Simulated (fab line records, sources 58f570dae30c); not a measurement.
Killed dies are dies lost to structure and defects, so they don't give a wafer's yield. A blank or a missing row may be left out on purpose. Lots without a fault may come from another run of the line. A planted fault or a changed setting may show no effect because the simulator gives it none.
Which tool did it? | flow berkeley_cmos170 | 14 lots, 42 wafers sampled, at 2 steps of a route of 331

WHAT THE GAUGES READ, wafer by wafer
UCB170_PSD_CD_MEAS_06: target cd 1200 nm. Usual: cd_nm 1199.8 nm, standard deviation 1.3.
lot  | measured     | on        | cd_nm (nm)           | flag
L233 | day 7 14:07  | cd_sem-02 | 1198.1 1198.3 1198.0 |
L232 | day 7 15:09  | cd_sem-02 | 1201.3 1198.1 1199.3 |
L236 | day 7 22:55  | cd_sem-01 | 1200.9 1201.1 1202.0 |
L235 | day 7 23:11  | cd_sem-02 | 1200.0 1200.1 1199.2 |
L239 | day 9 02:28  | cd_sem-01 | 1197.8 1198.9 1198.0 |
L240 | day 9 02:29  | cd_sem-02 | 1198.6 1200.0 1196.7 |
L238 | day 9 02:46  | cd_sem-02 | 1200.6 1200.1 1200.9 |
L245 | day 9 21:19  | cd_sem-02 | 1200.4 1201.0 1200.6 |
L246 | day 9 21:29  | cd_sem-01 | 1198.8 1200.0 1201.0 |
L244 | day 9 21:39  | cd_sem-02 | 1223.1 1224.4 1223.4 | OFF
L243 | day 9 21:59  | cd_sem-02 | 1199.5 1200.1 1200.2 |
L242 | day 10 02:50 | cd_sem-02 | 1217.3 1216.9 1217.7 | OFF
L252 | day 11 04:58 | cd_sem-02 | 1202.3 1203.3 1200.6 |
L254 | day 11 20:32 | cd_sem-02 | 1197.9 1197.9 1197.2 |

WHICH TOOL RAN EACH LOT (tool, then ch and the chambers of the sampled wafers, then the start)
lot  | UCB170_PSD_PEB_04
L233 | litho_track-02 ch 0, day 7 13:50
L232 | litho_track-02 ch 0, day 7 14:53
L236 | litho_track-03 ch 0, day 7 22:38
L235 | litho_track-03 ch 0, day 7 22:55
L239 | litho_track-03 ch 0, day 9 02:00
L240 | litho_track-01 ch 0, day 9 02:00
L238 | litho_track-01 ch 0, day 9 02:00
L245 | litho_track-02 ch 0, day 9 21:02
L246 | litho_track-01 ch 0, day 9 21:12
L244 | litho_track-02 ch 0, day 9 21:23
L243 | litho_track-03 ch 0, day 9 21:43
L242 | litho_track-02 ch 0, day 10 02:34
L252 | litho_track-01 ch 0, day 11 04:41
L254 | litho_track-01 ch 0, day 11 20:16
- UCB170_PSD_PEB_04

WHAT THE TOOLS THEMSELVES READ (means of the sampled wafers that have a number; where no wafer has one, the mark that the record gives instead)
UCB170_PSD_PEB_04. Usual: chill_plate_temp_C 23.00 C, standard deviation 0.11; heater_power_total_W 56.80 W, standard deviation 0.045; plate_temp_C 130.01 C, standard deviation 0.15.
lot  | tool           | chill_plate_temp_C (C) | heater_power_total_W (W) | plate_temp_C (C) | flag
L233 | litho_track-02 | 22.90                  | 56.80                    | 130.05           |
L232 | litho_track-02 | 23.16                  | 56.78                    | 129.85           |
L236 | litho_track-03 | 23.01                  | 56.83                    | 129.85           |
L235 | litho_track-03 | 23.02                  | 56.79                    | 130.14           |
L239 | litho_track-03 | 22.96                  | 56.77                    | 130.11           |
L240 | litho_track-01 | 23.01                  | 56.80                    | 130.22           |
L238 | litho_track-01 | 23.03                  | 56.79                    | 129.93           |
L245 | litho_track-02 | 23.00                  | 56.80                    | 130.13           |
L246 | litho_track-01 | 23.01                  | 56.81                    | 130.08           |
L244 | litho_track-02 | 22.87                  | 59.09                    | 134.02           | OFF
L243 | litho_track-03 | 23.21                  | 56.80                    | 130.05           |
L242 | litho_track-02 | 22.92                  | 59.09                    | 133.97           | OFF
L252 | litho_track-01 | 22.98                  | 56.83                    | 130.14           |
L254 | litho_track-01 | 22.89                  | 56.82                    | 130.11           |

THE ANSWER, worked out from the rows above alone
Rule: a lot is off if the mean of its wafers that have a number lies more than 3 standard deviations from the usual mean. A lot without any number at a reading at which 4 lots or more have one is off too. The other lots that the step has rows for count as sound. The gauges are gone through in route order, then the tools' own readings, and for those a lot's mean is taken as printed above. The first step at which some lot is off is used, and at that step the reading that is off furthest; a lot without a number counts as furthest.
Off: L244, L242, at UCB170_PSD_CD_MEAS_06 (cd_nm).
A tool fits if, at a process step before that reading, it ran every lot that is off, and no sound lot after the first of them. The gauges at UCB170_PSD_CD_MEAS_06 aren't tried: what is off there is off at UCB170_PSD_PEB_04 too, on other tools, and a gauge's error can't cause that. One fits: litho_track-02 at UCB170_PSD_PEB_04. Its last sound lot is L245 (day 9 21:02), its first lot that is off L244 (day 9 21:23): a fault that began between those two fits.
The tool's own readings at UCB170_PSD_PEB_04 bear it out: on the lots that are off they differ by more than 5 times the standard deviation of the sound lots' means. heater_power_total_W reads 59.09 W there against 56.80 W on the sound lots; plate_temp_C reads 134.00 C there against 130.06 C on the sound lots.

WHAT THE SIMULATOR HAD PUT IN
Process parameter drift: litho_track-02, from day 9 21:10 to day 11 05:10, at UCB170_PSD_PEB_04. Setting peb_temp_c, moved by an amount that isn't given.
Lots struck among those shown: L244, L242. The rule above found the same.
